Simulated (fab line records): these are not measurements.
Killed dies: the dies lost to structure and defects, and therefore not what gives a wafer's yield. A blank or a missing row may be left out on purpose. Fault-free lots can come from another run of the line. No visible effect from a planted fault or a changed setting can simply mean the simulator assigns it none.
A lot that was struck, set against a sound lot :: flow rit_cmos :: 20 out of 202 route steps
Sound: the wafers L317.2, L317.3, L317.4. Wafers struck: L320.2, L320.3, L320.5. The cause is given at the end.
For every step that has rows: the tool of each side, followed by ch and its chambers, followed by its first start. Under that, the readings that differ: sound wafers :: struck wafers :: difference of the means :: sigmas: that difference in standard deviations of wafers without a fault.
alike: readings whose means differ by less than 2 such deviations, and words and numbers that are the same on both sides. not compared: withheld readings, readings that some wafer has no value for, bounds like >300 that may hide the same value, and numbers for which the record gives no deviation and whose values overlap.
The two part at a step that has a row with sigmas, a row that says differs or no value, or rows on one side only. Non-overlapping numbers with no deviation appear without sigmas and do not part them. Lack of a reading on every wafer of one side parts them only where that side has two or more wafers.

first, 2 steps without rows for these wafers: RIT_NWELL_HARDBAKE_07 (time 120 s); RIT_NWELL_IMPLANT_08.
RIT_NWELL_STRIP_09: strips in O2, time 180 s.
  sound on plasma_asher-02 ch 0,1, day 3 14:17; struck on plasma_asher-01 ch 0,1, day 4 05:08
  alike: drypump_motor_current_A
  not compared: rf_hours_counter_h
RIT_NWELL_TW_MEAS_10:
  struck on film_metro-02, day 4 05:19; sound on film_metro-03, day 3 14:28
  alike: NWELL_TW
then, 6 steps without rows for these wafers: RIT_PWELL_HMDS_00 (prime time 60 s); RIT_PWELL_COAT_01 (resist thk 1300 nm); RIT_PWELL_SOFTBAKE_02 (time 60 s); RIT_PWELL_EXPOSE_03 (exposes mask M3, target cd 43700 nm); RIT_PWELL_PEB_04; RIT_PWELL_DEVELOP_05 (develop time 68 s).
RIT_PWELL_OVL_MEAS_06:
  struck on overlay-02, day 4 06:15; sound on overlay-01, day 3 15:24
  alike: PWELL_OVL
then, 1 step without rows for these wafers: RIT_PWELL_HARDBAKE_07 (time 120 s).
RIT_PWELL_IMPLANT_08:
  sound on implanter-03 ch 0, day 3 15:42; struck on implanter-04 ch 0, day 4 06:33
reading: dose_ions_cm2
sound: 6.998e+13 6.997e+13 7.002e+13
struck: 1.0754e+14 1.0752e+14 1.0752e+14
difference: +3.7537e+13
sigmas: +99 or more

reading: faraday_current_uA
sound: 217 227 218
struck: 342 339 337
difference: +119
sigmas: +30
RIT_PWELL_STRIP_09: strips in O2, time 180 s.
  sound on plasma_asher-01 ch 0,1, day 3 15:50; struck on plasma_asher-01 ch 0,1, day 4 06:41
  alike: drypump_motor_current_A
  not compared: rf_hours_counter_h
RIT_PWELL_TW_MEAS_10:
  struck on film_metro-01, day 4 06:52; sound on film_metro-03, day 3 16:01
reading: PWELL_TW
sound: 950 954 954
struck: 1106 1107 1111
difference: +155
sigmas: +19
then, 1 step without rows for these wafers: RIT_WELLDRIVE_ANNEAL_00 (time 14700 s).
RIT_WELLDRIVE_RS_MEAS_01: a four-point-probe measurement.
  struck on film_metro-01, day 4 12:01; sound on film_metro-02, day 3 21:33
  alike: NWELL_RS
RIT_WELLDRIVE_RS_MEAS_02: a four-point-probe measurement.
  struck on film_metro-01, day 4 12:08; sound on film_metro-02, day 3 21:40
reading: PWELL_RS (ohm/sq)
sound: 430.0 428.6 429.8
struck: 327.6 328.3 328.3
difference: -101.4
sigmas: -85
then, 1 step without rows for these wafers: RIT_NRETRO_HMDS_00 (prime time 60 s).
RIT_M1_PROBE_99:
  struck on prober-01, day 5 17:11; sound on prober-02, day 5 02:39
reading: killed_at_front_end
sound: 16 6 10
struck: 3 3 4
difference: -7
sigmas: -2

reading: killed_dies
sound: 16 6 11
struck: 4 3 4
difference: -7
sigmas: -2

reading: killed_short
sound: 12 3 5
struck: 1 1 3
difference: -5
sigmas: -2

reading: model.etest.nmos_0p3.r_on_ohm_um
sound: 2099 2084 2143
struck: 2501 2519 2534
difference: +409
sigmas: 

reading: model.etest.nmos_0p15.r_on_ohm_um
sound: 1081 1082 1126
struck: 1309 1272 1267
difference: +186
sigmas: 

reading: model.etest.pwell_pinched.rs_ohm_sq
sound: 454.9 458.1 463.7
struck: 347.7 349.3 347
difference: -110.9
sigmas: 

reading: model.etest.nmos_turned.drive_ua_um
sound: 366.5 361.9 354.3
struck: 227.2 236.6 238.8
difference: -126.7
sigmas: 

reading: model.etest.pwell.rs_ohm_sq
sound: 416.6 414.6 419.8
struck: 314.9 311.3 311.9
difference: -104.3
sigmas: 

reading: model.etest.nmos_0p15.drive_ua_um
sound: 492.8 499.1 480
struck: 366.4 373.9 378.6
difference: -117.7
sigmas: 

reading: model.etest.nmos_narrow.drive_ua_um
sound: 234.8 241.5 235.7
struck: 176.5 175.9 171.9
difference: -62.6
sigmas: 

reading: model.etest.nmos_0p3.drive_ua_um
sound: 229.3 235.5 231.9
struck: 173.9 171.5 170.9
difference: -60.1
sigmas: 
  alike: killed_at_contacts, killed_open

== WHERE THEY PART ==
Last at RIT_M1_PROBE_99 as far as this record goes, first at RIT_PWELL_IMPLANT_08.

WHY: whatever the simulator had introduced
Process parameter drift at RIT_PWELL_IMPLANT_08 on implanter-04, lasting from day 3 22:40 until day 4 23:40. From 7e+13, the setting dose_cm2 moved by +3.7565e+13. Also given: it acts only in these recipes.
